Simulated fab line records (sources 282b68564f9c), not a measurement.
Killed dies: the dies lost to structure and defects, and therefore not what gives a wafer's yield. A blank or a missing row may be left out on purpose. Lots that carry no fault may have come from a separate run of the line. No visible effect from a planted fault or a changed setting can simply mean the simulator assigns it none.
fab line records | flow ritCmos
record: lots: 13 wafers: 39 lastDay: 7
route steps=202 shown SILICIDE@162 M1@202
lots that met no fault: taken from a fault-free run of the same line
startH: hours from the record's first day to the start of the lot's first wafer shown | waitH: time in hours since the lot's previous step | " repeats the value in the row above | L1.1+2: one row covering several wafers at once | - value missing, or start not given | * or withheld: withheld | < > ~ a bound
route shown NAME@n: names a module that has steps shown in the file, with the first one's number in the route | usual: mean and standard deviation over wafers with no fault | same: alike in all rows | chamber/n: place in a boat | sites: readings site by site | _std_site: standard deviation across them | _edge_site: the outer-site mean with the inner-site mean subtracted | radiusMm: how far each site lies from the wafer's centre | mask NAME#n: copy n | behind: tool/chamber where the wafer was last shaped | hold: reason for holding the lot/hours on hold/outcome of the hold | device: transistor that didn't switch, given as n, p or np | end of line: the tests these same wafers got at the end of their route | for a step that has no rows: nothing shown but its recipe | killed: dies lost to structure and defects at the first sort, not the wafer's yield | map: a wafer's dies, marking killed ones x, the rest . and places with no die _
set.NAME: the setting that was run; set.NAME@STEP: the one run at that earlier step | model.NAME: the simulator's own value behind a step, which no gauge read
route steps across a sampled set of lots; one table per step, one row per wafer
services: a tool's chamber out of use, with start hour (startH, from the record's first day; less than 0 if before it), hours out, and reason
== steps ==
step: RIT_SILICIDE_SPUTTER_01
recipe: material: Ti targetThkNm: 30 powerW: 350 chamberPressurePa: 0.667 gas: Ar timeS: 246.8 substrateTempC: 25
usual: throttleValvePct: 29.9/0.62
columns lot.wafer tool chamber startH waitH throttleValvePct
L304.1 pvdSputter-02 - 58.36 0.0 29.4
L304.2 " - " " 29.4
L304.4 " - " " 30.7
L305.2 pvdSputter-02 - 63.48 0.0 30.5
L305.4 " - " " 29.5
L305.6 " - " " 30.7
L306.2 pvdSputter-03 - 66.10 0.0 30.0
L306.3 " - " " 29.2
L306.6 " - " " 29.1
L307.1 pvdSputter-02 - 68.72 0.0 30.7
L307.3 " - " " 29.1
L307.5 " - " " 29.3
L308.2 pvdSputter-03 - 81.42 0.0 30.1
L308.3 " - " " 29.2
L308.6 " - " " 28.9
L310.1 pvdSputter-03 - 84.97 0.0 30.2
L310.4 " - " " 29.4
L310.5 " - " " 29.8
L311.1 pvdSputter-03 - 95.85 0.0 29.7
L311.2 " - " " 30.0
L311.5 " - " " 29.5
L312.1 pvdSputter-04 - 97.92 0.0 31.2
L312.5 " - " " 30.5
L312.6 " - " " 31.4
L313.1 pvdSputter-03 - 102.87 0.0 28.9
L313.3 " - " " 29.4
L313.5 " - " " 30.2
L314.1 pvdSputter-04 - 106.66 0.0 30.4
L314.2 " - " " 30.2
L314.3 " - " " 30.0
L315.2 pvdSputter-03 - 116.48 0.0 29.2
L315.5 " - " " 29.7
L315.6 " - " " 29.3
L317.1 pvdSputter-02 - 119.57 0.0 30.9
L317.2 " - " " 30.5
L317.3 " - " " 29.2
L323.1 pvdSputter-04 - 165.07 0.0 30.0
L323.3 " - " " 30.4
L323.4 " - " " 30.1
step: RIT_SILICIDE_RS_MEAS_02
recipe: thkMeasGauge: four-point-probe reads: Ti_of_SILICIDE_SPUTTER_01
usual: SILICIDE_TI_RS: 46.2/0.58
columns lot.wafer tool chamber startH waitH SILICIDE_TI_RS[ohm/sq]
L304.1 filmMetro-02 - 58.51 0.1 46.4
L304.2 " - " " 46.1
L304.4 " - " " 46.8
L305.2 filmMetro-02 - 63.65 0.1 45.1
L305.4 " - " " 45.5
L305.6 " - " " 45.3
L306.2 filmMetro-03 - 66.27 0.1 46.3
L306.3 " - " " 46.2
L306.6 " - " " 46.2
L307.1 filmMetro-02 - 68.87 0.1 46.4
L307.3 " - " " 45.7
L307.5 " - " " 45.6
L308.2 filmMetro-03 - 81.59 0.1 47.3
L308.3 " - " " 46.7
L308.6 " - " " 46.5
L310.1 filmMetro-04 - 85.12 0.1 46.5
L310.4 " - " " 46.0
L310.5 " - " " 46.2
L311.1 filmMetro-02 - 96.00 0.1 45.4
L311.2 " - " " 46.1
L311.5 " - " " 46.3
L312.1 filmMetro-03 - 98.07 0.1 45.4
L312.5 " - " " 45.3
L312.6 " - " " 45.6
L313.1 filmMetro-02 - 103.02 0.1 45.9
L313.3 " - " " 46.5
L313.5 " - " " 46.8
L314.1 filmMetro-02 - 106.81 0.1 45.8
L314.2 " - " " 45.3
L314.3 " - " " 46.4
L315.2 filmMetro-03 - 116.65 0.1 46.2
L315.5 " - " " 45.7
L315.6 " - " " 46.2
L317.1 filmMetro-03 - 119.72 0.1 47.1
L317.2 " - " " 47.3
L317.3 " - " " 46.4
L323.1 filmMetro-02 - 165.22 0.1 46.0
L323.3 " - " " 45.3
L323.4 " - " " 43.1
step: RIT_SILICIDE_THK_MEAS_03
recipe: thkMeasGauge: xrf reads: Ti_of_SILICIDE_SPUTTER_01
usual: SILICIDE_TI_THK: 30.7/0.34
columns lot.wafer tool chamber startH waitH SILICIDE_TI_THK[nm]
L304.1 filmMetro-02 - 58.63 0.1 30.6
L304.2 " - " " 30.9
L304.4 " - " " 30.3
L305.2 filmMetro-02 - 63.76 0.1 31.3
L305.4 " - " " 31.0
L305.6 " - " " 31.1
L306.2 filmMetro-03 - 66.38 0.1 30.6
L306.3 " - " " 30.6
L306.6 " - " " 30.9
L307.1 filmMetro-02 - 68.99 0.1 30.5
L307.3 " - " " 31.0
L307.5 " - " " 30.9
L308.2 filmMetro-03 - 81.70 0.1 30.0
L308.3 " - " " 30.4
L308.6 " - " " 30.6
L310.1 filmMetro-04 - 85.24 0.1 30.5
L310.4 " - " " 30.7
L310.5 " - " " 30.6
L311.1 filmMetro-02 - 96.12 0.1 30.9
L311.2 " - " " 30.5
L311.5 " - " " 30.6
L312.1 filmMetro-03 - 98.19 0.1 31.1
L312.5 " - " " 31.2
L312.6 " - " " 31.1
L313.1 filmMetro-02 - 103.14 0.1 30.6
L313.3 " - " " 30.5
L313.5 " - " " 30.0
L314.1 filmMetro-02 - 106.93 0.1 30.5
L314.2 " - " " 31.0
L314.3 " - " " 30.6
L315.2 filmMetro-03 - 116.76 0.1 30.7
L315.5 " - " " 31.0
L315.6 " - " " 30.7
L317.1 filmMetro-03 - 119.84 0.1 30.4
L317.2 " - " " 30.2
L317.3 " - " " 30.5
L323.1 filmMetro-02 - 165.34 0.1 30.8
L323.3 " - " " 31.2
L323.4 " - " " 32.6
step: RIT_M1_PROBE_99
usual: killedAtFrontEnd: 7.0/2.8 killedDies: 7.0/2.8 killedOpen: 3.4/1.9 killedShort: 3.6/2
same: grossDies: 264 killed_at_M0_to_M3: 0 killed_at_M4_up: 0 killedAtBackSide: 0 killedAtContacts: 0 killedAtOther: 0
columns lot.wafer tool chamber startH waitH killedAtFrontEnd killedDies killedOpen killedShort
L312.1 prober-02 - 104.92 0.1 1 1 1 0
L312.5 prober-02 - 105.12 0.2 11 11 6 5
L312.6 prober-02 - 105.17 0.2 8 8 4 4
L313.1 prober-01 - 112.22 0.1 7 7 5 2
L313.3 prober-01 - 112.32 0.2 9 9 4 5
L313.5 prober-01 - 112.42 0.2 11 11 4 7
L314.1 prober-02 - 113.72 0.1 5 5 1 4
L314.2 prober-02 - 113.77 0.1 10 10 4 6
L314.3 prober-02 - 113.82 0.2 4 4 2 2
L315.2 prober-01 - 123.41 0.1 9 9 2 7
L315.5 prober-01 - 123.56 0.2 8 8 6 2
L315.6 prober-01 - 123.61 0.2 10 10 5 5
L317.1 prober-01 - 126.81 0.1 10 10 4 6
L317.2 prober-01 - 126.86 0.1 5 5 2 3
L317.3 prober-01 - 126.91 0.2 8 8 5 3
L323.1 prober-01 - 171.97 0.1 7 7 4 3
L323.3 prober-01 - 172.07 0.2 7 7 5 2
L323.4 prober-01 - 172.12 0.2 5 5 3 2
killed by level:class
L312.1 GATE:geometricParticle:open=1
L312.5 GATE:geometricParticle:short=3 GATE:geometricParticle:open=2 SILICIDE:geometricParticle:open=2 FOX1:geometricParticle:short=1 FOX2:geometricParticle:open=1 REOX:geometricParticle:short=1 SPACER:geometricParticle:open=1
L312.6 SPACER:geometricParticle:open=3 GATE:geometricParticle:short=2 GATE:geometricParticle:open=1 REOX:geometricParticle:short=1 SPACER:geometricParticle:short=1
L313.1 FOX1:geometricParticle:open=1 FOX1:geometricParticle:short=1 FOX2:geometricParticle:open=1 GATE:geometricParticle:open=1 REOX:geometricParticle:open=1 SPACER:geometricParticle:open=1 SILICIDE:geometricParticle:short=1
L313.3 SILICIDE:geometricParticle:short=4 SILICIDE:geometricParticle:open=3 GATE:geometricParticle:short=1 REOX:geometricParticle:open=1
L313.5 REOX:geometricParticle:short=3 SILICIDE:geometricParticle:short=2 FOX1:geometricParticle:open=1 FOX2:geometricParticle:short=1 GATE:geometricParticle:short=1 GATE:geometricParticle:open=1 SPACER:geometricParticle:open=1 SILICIDE:geometricParticle:open=1
L314.1 GATE:geometricParticle:short=3 ACTIVE:geometricParticle:short=1 GATE:geometricParticle:open=1
L314.2 GATE:geometricParticle:open=4 REOX:geometricParticle:short=3 GATE:geometricParticle:short=2 FOX1:geometricParticle:short=1
L314.3 SILICIDE:geometricParticle:short=2 GATE:geometricParticle:open=1 SILICIDE:geometricParticle:open=1
L315.2 REOX:geometricParticle:short=3 GATE:geometricParticle:short=2 REOX:geometricParticle:open=2 FOX1:geometricParticle:short=1 SILICIDE:geometricParticle:short=1
L315.5 GATE:geometricParticle:open=4 REOX:geometricParticle:open=2 FOX1:geometricParticle:short=1 GATE:geometricParticle:short=1
L315.6 FOX1:geometricParticle:short=2 GATE:geometricParticle:open=2 GATE:geometricParticle:short=2 FOX1:geometricParticle:open=1 REOX:geometricParticle:short=1 REOX:geometricParticle:open=1 SPACER:geometricParticle:open=1
L317.1 GATE:geometricParticle:open=3 GATE:geometricParticle:short=2 FOX1:geometricParticle:open=1 FOX2:geometricParticle:short=1 REOX:geometricParticle:short=1 SPACER:geometricParticle:short=1 SILICIDE:geometricParticle:short=1
L317.2 GATE:geometricParticle:short=3 GATE:geometricParticle:open=2
L317.3 GATE:geometricParticle:open=4 FOX2:geometricParticle:short=2 FOX1:geometricParticle:short=1 FOX1:geometricParticle:open=1
L323.1 GATE:geometricParticle:open=3 REOX:geometricParticle:short=2 FOX1:geometricParticle:short=1 SPACER:geometricParticle:open=1
L323.3 GATE:geometricParticle:open=2 SILICIDE:geometricParticle:open=2 FOX2:geometricParticle:open=1 GATE:geometricParticle:short=1 REOX:geometricParticle:short=1
L323.4 SILICIDE:geometricParticle:open=2 GATE:geometricParticle:short=1 REOX:geometricParticle:short=1 REOX:geometricParticle:open=1
== services ==
columns tool chamber startH hours kind
pvdSputter-03 - 97.94 0.5 repair
== key ==
firstSign: step: RIT_SILICIDE_RS_MEAS_02 reading: SILICIDE_TI_RS direction: down sigmas: 5.3 usual: 46.2 struck: 43.1
effect: step: RIT_SILICIDE_THK_MEAS_03 reading: SILICIDE_TI_THK direction: up sigmas: 5.7 usual: 30.7 struck: 32.6
metAt RIT_SILICIDE_SPUTTER_01
struckLots L323
struckWafers L323.4
testerLeftOut L323
onsetBetween 106.66 165.07
fault: kind: processParameterDrift tool: pvdSputter-04 chamber: - onsetH: 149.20 steps: RIT_SILICIDE_SPUTTER_01 channel: targetThkNm offset: 1.6521 shape: step endH: 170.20 actsIn: theseRecipesOnly stated: 30 scope: struckWafersOnly
testerLeftOut: of these lots the tester's yield and bins aren't shown, on N5 and GAA mostly nor the transistor test; their killed dies are dies lost to structure and defects alone, not to doping, threshold or leakage, so they don't give the yield
